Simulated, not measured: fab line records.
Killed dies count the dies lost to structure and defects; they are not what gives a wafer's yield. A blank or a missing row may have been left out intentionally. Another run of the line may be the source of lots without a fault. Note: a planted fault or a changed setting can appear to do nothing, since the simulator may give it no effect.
Which tool did it?    flow berkeley cmos170    42 wafers from 14 lots sampled at 2 of the route's 331 steps

WHAT EACH GAUGE READ, for each wafer
UCB170_NSD_CD_MEAS_06: target cd 1200 nm.
lot   measured      on         cd nm (nm)
L852  day 7 11:13   cd sem-01  1198.2 1197.6 1198.1
L856  day 8 04:26   cd sem-01  1198.5 1198.7 1199.3
L855  day 8 04:41   cd sem-01  1200.0 1197.7 1198.2
L854  day 8 04:43   cd sem-02  1199.1 1199.5 1198.9
L853  day 8 04:58   cd sem-02  1199.8 1199.5 1200.0
L851  day 8 05:01   cd sem-01  1199.8 1201.6 1199.1
L859  day 9 10:16   cd sem-02  1199.7 1198.7 1199.4
L861  day 10 00:08  cd sem-01  1156.8 1158.3 1156.3
L864  day 10 15:15  cd sem-01  1156.4 1155.8 1154.1
L868  day 11 16:39  cd sem-02  1200.6 1200.7 1199.3
L870  day 12 01:13  cd sem-01  1201.6 1200.9 1199.6
L871  day 12 01:56  cd sem-02  1199.4 1203.8 1200.7
L874  day 12 14:04  cd sem-02  1199.7 1199.4 1200.9
L873  day 12 14:49  cd sem-02  1202.1 1201.7 1200.4

EACH LOT AND THE TOOL THAT RAN IT (in order: tool; ch and the chambers of the sampled wafers; start)
lot   UCB170_NSD_PEB_04
L852  litho track-01 ch 0, day 7 10:57
L856  litho track-04 ch 0, day 8 04:00
L855  litho track-01 ch 0, day 8 04:25
L854  litho track-04 ch 0, day 8 04:25
L853  litho track-04 ch 0, day 8 04:42
L851  litho track-01 ch 0, day 8 04:44
L859  litho track-02 ch 0, day 9 09:58
L861  litho track-04 ch 0, day 9 23:52
L864  litho track-04 ch 0, day 10 14:58
L868  litho track-02 ch 0, day 11 16:22
L870  litho track-02 ch 0, day 12 00:56
L871  litho track-01 ch 0, day 12 01:32
L874  litho track-02 ch 0, day 12 13:47
L873  litho track-01 ch 0, day 12 14:34
- UCB170_NSD_PEB_04

AS READ BY THE TOOLS THEMSELVES (means over the sampled wafers that have a number; for cases with no such wafer, the mark the record gives instead)
UCB170_NSD_PEB_04.
lot   tool            heater power total W (W)  plate temp C (C)
L852  litho track-01  56.82                     130.04
L856  litho track-04  56.82                     130.07
L855  litho track-01  56.80                     130.21
L854  litho track-04  56.72                     129.97
L853  litho track-04  56.81                     129.99
L851  litho track-01  56.79                     129.95
L859  litho track-02  56.80                     129.99
L861  litho track-04  53.87                     124.89
L864  litho track-04  53.81                     124.75
L868  litho track-02  56.81                     129.92
L870  litho track-02  56.77                     130.22
L871  litho track-01  56.82                     130.08
L874  litho track-02  56.82                     129.92
L873  litho track-01  56.72                     130.11

THE ANSWER, worked out from the rows above alone
Rule: usual is defined by the lots themselves. Put in order of their means at a reading, lots are off if they are a third of the lots or fewer, leave a main group of 4 or more, and stand apart from it by a gap of 3 or more times the standard deviation of the main group's means; of several such gaps the widest counts. The tables above print the reading to a certain number of digits; a main group whose means all agree to those digits is not used. A lot without any number at a reading at which 4 lots or more have one is off too. All remaining lots with rows at the step are treated as sound. First the gauges in route order, then the tools' own readings, where a lot's mean is used as printed above. At the first step where some lot is off, the reading lying furthest off is the one used; lots without a number count as furthest.
Off at UCB170_NSD_CD_MEAS_06 (cd nm): L861, L864. The main group has a mean of 1199.8 nm with a standard deviation of 1.
If a tool, at a process step before that reading, ran all the lots that are off and no sound lot after the first of them, it fits. Not tried: the gauges at UCB170_NSD_CD_MEAS_06; whatever is off there is also off at UCB170_NSD_PEB_04, on other tools, and gauge error can't account for it. One candidate fits, namely litho track-04 at UCB170_NSD_PEB_04. A fault onset in the window from L853 (day 8 04:42, its last sound lot) to L861 (day 9 23:52, its first lot off) fits.
The tool's own readings at UCB170_NSD_PEB_04 bear it out: on the lots that are off they differ by more than 5 times the standard deviation of the sound lots' means. heater power total W reads 53.84 W there against 56.79 W on the sound lots; plate temp C reads 124.82 C there against 130.04 C on the sound lots.

WHAT THE SIMULATOR HAD INSERTED
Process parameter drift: litho track-04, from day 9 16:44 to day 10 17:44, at UCB170_NSD_PEB_04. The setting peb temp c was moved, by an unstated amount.
Shown lots that were struck: L861, L864. The rule above found the same.
